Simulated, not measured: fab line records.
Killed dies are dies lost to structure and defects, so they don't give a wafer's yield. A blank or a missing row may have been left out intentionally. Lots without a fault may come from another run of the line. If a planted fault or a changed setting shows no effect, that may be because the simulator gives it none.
Which tool is to blame? :: flow rit_cmos :: 39 wafers from 13 lots sampled at 4 of the route's 202 steps

## WHAT THE GAUGES READ, wafer by wafer
RIT_PRETRO_OVL_MEAS_06. Usual: PRETRO_OVL gives 0.2 nm (standard deviation 1.5).
lot: L495
measured: day 2 17:12
on: overlay-02
PRETRO_OVL (nm): -0.3 0.5 -0.3
flag: 

lot: L496
measured: day 2 22:33
on: overlay-02
PRETRO_OVL (nm): -3.5 0.9 -1.4
flag: 

lot: L497
measured: day 3 06:37
on: overlay-01
PRETRO_OVL (nm): 1.5 -0.2 -0.2
flag: 

lot: L501
measured: day 3 20:33
on: overlay-01
PRETRO_OVL (nm): -1.6 -2.0 -0.3
flag: 

lot: L505
measured: day 4 20:46
on: overlay-01
PRETRO_OVL (nm): 0.0 1.1 -0.7
flag: 

lot: L506
measured: day 5 01:17
on: overlay-01
PRETRO_OVL (nm): -0.1 0.1 -0.7
flag: 

lot: L507
measured: day 5 06:29
on: overlay-01
PRETRO_OVL (nm): -1.4 1.0 -1.8
flag: 

lot: L508
measured: day 5 10:25
on: overlay-02
PRETRO_OVL (nm): 1.0 0.9 1.2
flag: 

lot: L511
measured: day 6 01:10
on: overlay-02
PRETRO_OVL (nm): -1.6 -2.8 -2.4
flag: 

lot: L513
measured: day 6 10:05
on: overlay-02
PRETRO_OVL (nm): 0.1 -0.9 0.7
flag: 

lot: L515
measured: day 6 18:24
on: overlay-02
PRETRO_OVL (nm): 1.3 0.6 0.1
flag: 

lot: L516
measured: day 7 00:12
on: overlay-02
PRETRO_OVL (nm): -1.1 -1.2 -1.5
flag: 

lot: L517
measured: day 7 06:38
on: overlay-01
PRETRO_OVL (nm): 0.0 1.1 0.7
flag: 

RIT_PLDD_OVL_MEAS_06. Usual: PLDD_OVL gives -0.3 nm (standard deviation 1.3).
lot: L495
measured: day 3 08:49
on: overlay-02
PLDD_OVL (nm): -1.1 -0.2 -1.1
flag: 

lot: L496
measured: day 3 16:05
on: overlay-02
PLDD_OVL (nm): -0.5 -0.3 -1.5
flag: 

lot: L497
measured: day 3 20:45
on: overlay-01
PLDD_OVL (nm): -0.4 0.3 0.6
flag: 

lot: L501
measured: day 4 12:04
on: overlay-02
PLDD_OVL (nm): 1.0 2.8 0.7
flag: 

lot: L505
measured: day 5 12:29
on: overlay-01
PLDD_OVL (nm): -0.1 -0.2 1.2
flag: 

lot: L506
measured: day 5 18:23
on: overlay-01
PLDD_OVL (nm): -0.4 -0.5 0.1
flag: 

lot: L507
measured: day 5 20:59
on: overlay-01
PLDD_OVL (nm): -0.4 2.6 1.7
flag: 

lot: L508
measured: day 6 03:27
on: overlay-01
PLDD_OVL (nm): -0.6 -1.3 0.3
flag: 

lot: L511
measured: day 6 17:04
on: overlay-02
PLDD_OVL (nm): -1.0 -1.0 0.4
flag: 

lot: L513
measured: day 7 00:46
on: overlay-01
PLDD_OVL (nm): -2.7 -2.0 -2.2
flag: 

lot: L515
measured: day 7 07:46
on: overlay-02
PLDD_OVL (nm): 1.3 1.8 0.3
flag: 

lot: L516
measured: day 7 17:15
on: overlay-02
PLDD_OVL (nm): -1.1 -1.0 0.8
flag: 

lot: L517
measured: day 7 19:40
on: overlay-02
PLDD_OVL (nm): 0.8 -1.0 -0.9
flag: 

RIT_SDANNEAL_RS_MEAS_04: the measuring method here is four-point-probe. Usual: PSD_RS gives 116.00 ohm/sq (standard deviation 0.25).
lot: L495
measured: day 3 16:04
on: film_metro-02
PSD_RS (ohm/sq): 115.95 115.83 115.97
flag: 

lot: L496
measured: day 3 22:55
on: film_metro-04
PSD_RS (ohm/sq): 115.59 115.55 115.61
flag: 

lot: L497
measured: day 4 03:26
on: film_metro-04
PSD_RS (ohm/sq): 115.74 115.77 115.92
flag: 

lot: L501
measured: day 4 19:34
on: film_metro-02
PSD_RS (ohm/sq): 116.18 116.14 115.95
flag: 

lot: L505
measured: day 5 18:55
on: film_metro-02
PSD_RS (ohm/sq): 116.01 115.88 115.85
flag: 

lot: L506
measured: day 6 00:59
on: film_metro-02
PSD_RS (ohm/sq): 116.08 116.40 116.49
flag: 

lot: L507
measured: day 6 03:28
on: film_metro-04
PSD_RS (ohm/sq): 116.31 116.16 116.13
flag: 

lot: L508
measured: day 6 11:22
on: film_metro-04
PSD_RS (ohm/sq): 116.01 115.78 115.84
flag: 

lot: L511
measured: day 6 23:53
on: film_metro-04
PSD_RS (ohm/sq): 116.19 116.11 115.81
flag: 

lot: L513
measured: day 7 07:29
on: film_metro-04
PSD_RS (ohm/sq): 115.94 115.90 116.04
flag: 

lot: L515
measured: day 7 14:19
on: film_metro-04
PSD_RS (ohm/sq): 116.08 115.64 115.61
flag: 

lot: L516
measured: day 7 23:51
on: film_metro-02
PSD_RS (ohm/sq): 116.09 116.03 116.15
flag: 

lot: L517
measured: day 8 02:09
on: film_metro-04
PSD_RS (ohm/sq): 115.85 116.22 115.87
flag: 

## WHAT TOOL EACH LOT RAN ON (gives the tool, then ch and the chambers of the sampled wafers, and finally the start)
lot: L495
RIT_GATE_CLEAN_01: wet_bench-01 ch 1, day 2 17:55

lot: L496
RIT_GATE_CLEAN_01: wet_bench-03 ch 2, day 2 23:16

lot: L497
RIT_GATE_CLEAN_01: wet_bench-01 ch 1, day 3 07:18

lot: L501
RIT_GATE_CLEAN_01: wet_bench-03 ch 3, day 3 21:16

lot: L505
RIT_GATE_CLEAN_01: wet_bench-02 ch 3, day 4 21:28

lot: L506
RIT_GATE_CLEAN_01: wet_bench-02 ch 1, day 5 01:59

lot: L507
RIT_GATE_CLEAN_01: wet_bench-01 ch 3, day 5 07:11

lot: L508
RIT_GATE_CLEAN_01: wet_bench-01 ch 3, day 5 11:06

lot: L511
RIT_GATE_CLEAN_01: wet_bench-02 ch 2, day 6 01:51

lot: L513
RIT_GATE_CLEAN_01: wet_bench-01 ch 0, day 6 10:47

lot: L515
RIT_GATE_CLEAN_01: wet_bench-01 ch 2, day 6 19:05

lot: L516
RIT_GATE_CLEAN_01: wet_bench-03 ch 1, day 7 00:53

lot: L517
RIT_GATE_CLEAN_01: wet_bench-03 ch 3, day 7 07:20
- RIT_GATE_CLEAN_01: cleans in SC1, time 600 s.

## AS READ BY THE TOOLS THEMSELVES (means over the sampled wafers that have a number; for cases with no such wafer, the mark the record gives instead)
RIT_GATE_CLEAN_01. Usual: 627 s for run_length_s, sd 3.3.
lot: L495
tool: wet_bench-01
run_length_s (s): 626
flag: 

lot: L496
tool: wet_bench-03
run_length_s (s): 632
flag: 

lot: L497
tool: wet_bench-01
run_length_s (s): 626
flag: 

lot: L501
tool: wet_bench-03
run_length_s (s): 474
flag: OFF

lot: L505
tool: wet_bench-02
run_length_s (s): 624
flag: 

lot: L506
tool: wet_bench-02
run_length_s (s): 627
flag: 

lot: L507
tool: wet_bench-01
run_length_s (s): 625
flag: 

lot: L508
tool: wet_bench-01
run_length_s (s): 625
flag: 

lot: L511
tool: wet_bench-02
run_length_s (s): 632
flag: 

lot: L513
tool: wet_bench-01
run_length_s (s): 626
flag: 

lot: L515
tool: wet_bench-01
run_length_s (s): 633
flag: 

lot: L516
tool: wet_bench-03
run_length_s (s): 634
flag: 

lot: L517
tool: wet_bench-03
run_length_s (s): 625
flag: 

## THE ANSWER, worked out from the rows above alone
Rule: a lot counts as off when the mean over its wafers that have a number is more than 3 standard deviations away from the usual mean. A lot without any number at a reading at which 4 lots or more have one is off too. All remaining lots with rows at the step are treated as sound. The gauges are gone through in route order, then the tools' own readings, and for those a lot's mean is taken as printed above. At the first step where some lot is off, the reading lying furthest off is the one used; lots without a number count as furthest.
Off at RIT_GATE_CLEAN_01 (run_length_s): L501.
If a tool, at that step or one of the process steps before it, ran each lot that is off and ran no sound lot following the first of them, it fits. Not one of the candidates tried fits.

## WHAT THE SIMULATOR HAD INSERTED
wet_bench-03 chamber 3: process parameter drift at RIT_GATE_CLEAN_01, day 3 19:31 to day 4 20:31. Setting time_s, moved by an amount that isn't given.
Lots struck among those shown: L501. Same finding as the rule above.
